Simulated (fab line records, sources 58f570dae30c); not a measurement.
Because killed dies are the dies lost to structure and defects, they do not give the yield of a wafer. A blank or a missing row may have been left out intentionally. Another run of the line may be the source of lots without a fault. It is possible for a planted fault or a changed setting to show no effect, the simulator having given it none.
fab line records ; flow berkeley-cmos170
[record] lots = 15; wafers = 45; last-day = 13
route steps=331 shown NWELL@28
lots with no fault: from the same line, run without faults
start-h: the number of hours between the record's first day and the start of the first shown wafer of the lot ; wait-h: hours from the lot's prior step to this one ; " identical to the entry in the row above ; L1.1+2: several wafers, shown together as one row ; - value missing, or start not given ; * or withheld: withheld ; < > ~ a bound
route shown NAME@n: a module of which the file shows steps, and the number in the route of the first ; usual: mean/standard deviation of fault-free wafers ; same: alike in all rows ; chamber/n: place in a boat ; sites: the reading at each site ; _std_site: the values' standard deviation ; _edge_site: outer sites' mean less inner sites' ; radius-mm: for every site, how far away it sits from the centre of the wafer ; mask NAME#n: copy n ; behind: the last tool/chamber to shape the wafer ; hold: what put the lot on hold/how long, in hours/how the hold closed ; device: the n, p or np transistor that did not switch ; end of line: tests run on the same wafers once the route is complete ; for a step that has no rows: nothing shown but its recipe ; killed: not the wafer's yield, but the dies lost to structure and defects at the first sort ; map: shows each die of a wafer: x if killed, . if not, _ if none is there
set.NAME: the setting that was run; set.NAME@STEP: the one run at that earlier step ; model.NAME: the simulator's own value behind a step, which no gauge read
a sample of lots followed through the steps of the route, with each step as a table and each wafer as a row
services: the hour from which a tool's chamber was out of use, counted from the record's first day as start-h (under 0 if before that day), plus the number of hours and why
[[steps]]
[step UCB170_NWELL_IMPLANT_14]
[recipe] species = P; dose-cm2 = 1e+13; energy-kev = 150; tilt-deg = 7
[usual] dose-ions-cm2 = 1e+13/1.1e+10; faraday-current-uA = 31.7/0.6; tilt-deg = 7.005/0.02
lot.wafer;tool;chamber;start-h;wait-h;dose-ions-cm2;faraday-current-uA;tilt-deg
L205.3;implanter-02;0;29.30;0.1;1.0006e+13;31.7;7.034
L205.4;implanter-02;0;29.30;0.1;1.001e+13;33.1;7.025
L205.6;implanter-02;0;29.30;0.1;1.0005e+13;30.6;7.027
L206.1;implanter-03;0;37.76;0.1;1.0012e+13;33.0;7.008
L206.3;implanter-03;0;37.76;0.1;1.0025e+13;31.4;7.020
L206.5;implanter-03;0;37.76;0.1;1.0017e+13;32.3;6.988
L207.1;implanter-02;0;48.09;0.1;9.982e+12;32.1;6.969
L207.2;implanter-02;0;48.09;0.1;9.972e+12;31.7;6.982
L207.3;implanter-02;0;48.09;0.1;9.986e+12;31.3;6.971
L208.2;implanter-02;0;55.29;0.1;9.996e+12;32.2;6.997
L208.3;implanter-02;0;55.29;0.1;1.0002e+13;31.6;6.999
L208.5;implanter-02;0;55.29;0.1;9.983e+12;32.2;7.023
L210.2;implanter-02;0;60.40;0.1;1e+13;31.6;7.001
L210.5;implanter-02;0;60.40;0.1;9.999e+12;31.5;6.984
L210.6;implanter-02;0;60.40;0.1;1.0011e+13;31.7;7.008
L213.1;implanter-04;0;75.72;0.1;9.988e+12;32.0;6.998
L213.4;implanter-04;0;75.72;0.1;9.994e+12;33.0;7.015
L213.6;implanter-04;0;75.72;0.1;9.999e+12;31.0;7.020
L214.1;implanter-04;0;82.44;0.1;1.0005e+13;31.3;6.973
L214.4;implanter-04;0;82.44;0.1;1.0008e+13;31.4;6.989
L214.6;implanter-04;0;82.44;0.1;9.997e+12;31.8;6.990
L215.2;implanter-02;0;89.76;0.1;1.7821e+13;55.2;7.012
L215.3;implanter-02;0;89.76;0.1;1.7852e+13;56.0;6.997
L215.4;implanter-02;0;89.76;0.1;1.7873e+13;56.7;7.029
L217.1;implanter-02;0;96.83;0.1;1.7858e+13;55.5;7.045
L217.4;implanter-02;0;96.83;0.1;1.7861e+13;56.6;6.996
L217.6;implanter-02;0;96.83;0.1;1.7847e+13;56.8;7.005
L220.4;implanter-02;0;105.31;0.1;1.7835e+13;58.9;6.987
L220.5;implanter-02;0;105.31;0.1;1.7858e+13;56.0;6.991
L220.6;implanter-02;0;105.31;0.1;1.7845e+13;56.7;6.997
L218.3;implanter-04;0;105.61;0.2;1.0013e+13;31.6;6.970
L218.4;implanter-04;0;105.61;0.2;9.999e+12;32.9;6.979
L218.6;implanter-04;0;105.61;0.2;9.996e+12;33.1;6.986
L223.1;implanter-04;0;122.79;0.1;9.997e+12;31.8;6.999
L223.5;implanter-04;0;122.79;0.1;1.0001e+13;31.1;6.972
L223.6;implanter-04;0;122.79;0.1;1.0001e+13;32.2;7.003
L224.1;implanter-04;0;134.75;0.1;9.99e+12;31.7;6.977
L224.3;implanter-04;0;134.75;0.1;9.992e+12;31.3;7.016
L224.4;implanter-04;0;134.75;0.1;1.0005e+13;31.7;7.024
L226.1;implanter-03;0;141.65;0.1;1.0001e+13;31.5;7.007
L226.4;implanter-03;0;141.65;0.1;1.0011e+13;31.9;7.067
L226.6;implanter-03;0;141.65;0.1;1.0003e+13;31.2;6.996
L227.1;implanter-03;0;148.36;0.1;9.993e+12;30.7;6.989
L227.2;implanter-03;0;148.36;0.1;9.995e+12;31.7;7.027
L227.6;implanter-03;0;148.36;0.1;9.986e+12;31.9;7.011
[step UCB170_NWELL_TW_MEAS_16]
[usual] NWELL_TW = 1239/5.8
lot.wafer;tool;chamber;start-h;wait-h;NWELL_TW
L205.3;film-metro-03;-;29.56;0.1;1246
L205.4;film-metro-03;-;29.56;0.1;1251
L205.6;film-metro-03;-;29.56;0.1;1252
L206.1;film-metro-02;-;38.01;0.1;1240
L206.3;film-metro-02;-;38.01;0.1;1228
L206.5;film-metro-02;-;38.01;0.1;1235
L207.1;film-metro-02;-;48.34;0.1;1235
L207.2;film-metro-02;-;48.34;0.1;1233
L207.3;film-metro-02;-;48.34;0.1;1240
L208.2;film-metro-02;-;55.53;0.1;1233
L208.3;film-metro-02;-;55.53;0.1;1230
L208.5;film-metro-02;-;55.53;0.1;1233
L210.2;film-metro-03;-;60.64;0.1;1238
L210.5;film-metro-03;-;60.64;0.1;1232
L210.6;film-metro-03;-;60.64;0.1;1236
L213.1;film-metro-04;-;75.97;0.1;1250
L213.4;film-metro-04;-;75.97;0.1;1252
L213.6;film-metro-04;-;75.97;0.1;1251
L214.1;film-metro-04;-;82.69;0.1;1253
L214.4;film-metro-04;-;82.69;0.1;1249
L214.6;film-metro-04;-;82.69;0.1;1243
L215.2;film-metro-03;-;89.99;0.1;1496
L215.3;film-metro-03;-;89.99;0.1;1492
L215.4;film-metro-03;-;89.99;0.1;1492
L217.1;film-metro-04;-;97.08;0.1;1499
L217.4;film-metro-04;-;97.08;0.1;1495
L217.6;film-metro-04;-;97.08;0.1;1490
L220.4;film-metro-04;-;105.51;0.1;1496
L220.5;film-metro-04;-;105.51;0.1;1494
L220.6;film-metro-04;-;105.51;0.1;1496
L218.3;film-metro-04;-;105.83;0.1;1244
L218.4;film-metro-04;-;105.83;0.1;1249
L218.6;film-metro-04;-;105.83;0.1;1237
L223.1;film-metro-02;-;123.04;0.1;1225
L223.5;film-metro-02;-;123.04;0.1;1234
L223.6;film-metro-02;-;123.04;0.1;1230
L224.1;film-metro-02;-;135.00;0.1;1240
L224.3;film-metro-02;-;135.00;0.1;1237
L224.4;film-metro-02;-;135.00;0.1;1242
L226.1;film-metro-02;-;141.90;0.1;1232
L226.4;film-metro-02;-;141.90;0.1;1237
L226.6;film-metro-02;-;141.90;0.1;1235
L227.1;film-metro-04;-;148.61;0.1;1243
L227.2;film-metro-04;-;148.61;0.1;1236
L227.6;film-metro-04;-;148.61;0.1;1238
[[services]]
tool;chamber;start-h;hours;kind
implanter-03;-;22.72;1.1;repair
implanter-04;-;36.11;5.5;pm
implanter-02;-;98.62;5.3;pm
implanter-03;-;107.87;0.9;repair
implanter-03;-;126.09;0.6;repair
implanter-03;-;130.91;2.7;repair
implanter-02;-;137.82;1.8;repair
[[key]]
[first-sign] step = UCB170_NWELL_IMPLANT_14; reading = dose-ions-cm2; direction = up; sigmas = 99+; usual = 1e+13; struck = 1.785e+13
[effect] step = UCB170_NWELL_IMPLANT_14; reading = faraday-current-uA; direction = up; sigmas = 41; usual = 31.7; struck = 56.5
[effect] step = UCB170_NWELL_TW_MEAS_16; reading = NWELL_TW; direction = up; sigmas = 44; usual = 1239; struck = 1494
met-at UCB170_NWELL_IMPLANT_14
struck-lots L215,L217,L220
tester-left-out L215,L217,L220
onset-between 60.40 89.76
[fault] kind = process-parameter-drift; tool = implanter-02; chamber = -; onset-h = 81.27; steps = UCB170_NWELL_IMPLANT_14; channel = dose-cm2; offset = 7.8489e+12; shape = step; end-h = 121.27; acts-in = these-recipes-only; stated = 1e+13
// tester-left-out: of these lots the tester's yield and bins aren't shown, on N5 and GAA mostly nor the transistor test; their killed dies are dies lost to structure and defects alone, not to doping, threshold or leakage, so they don't give the yield
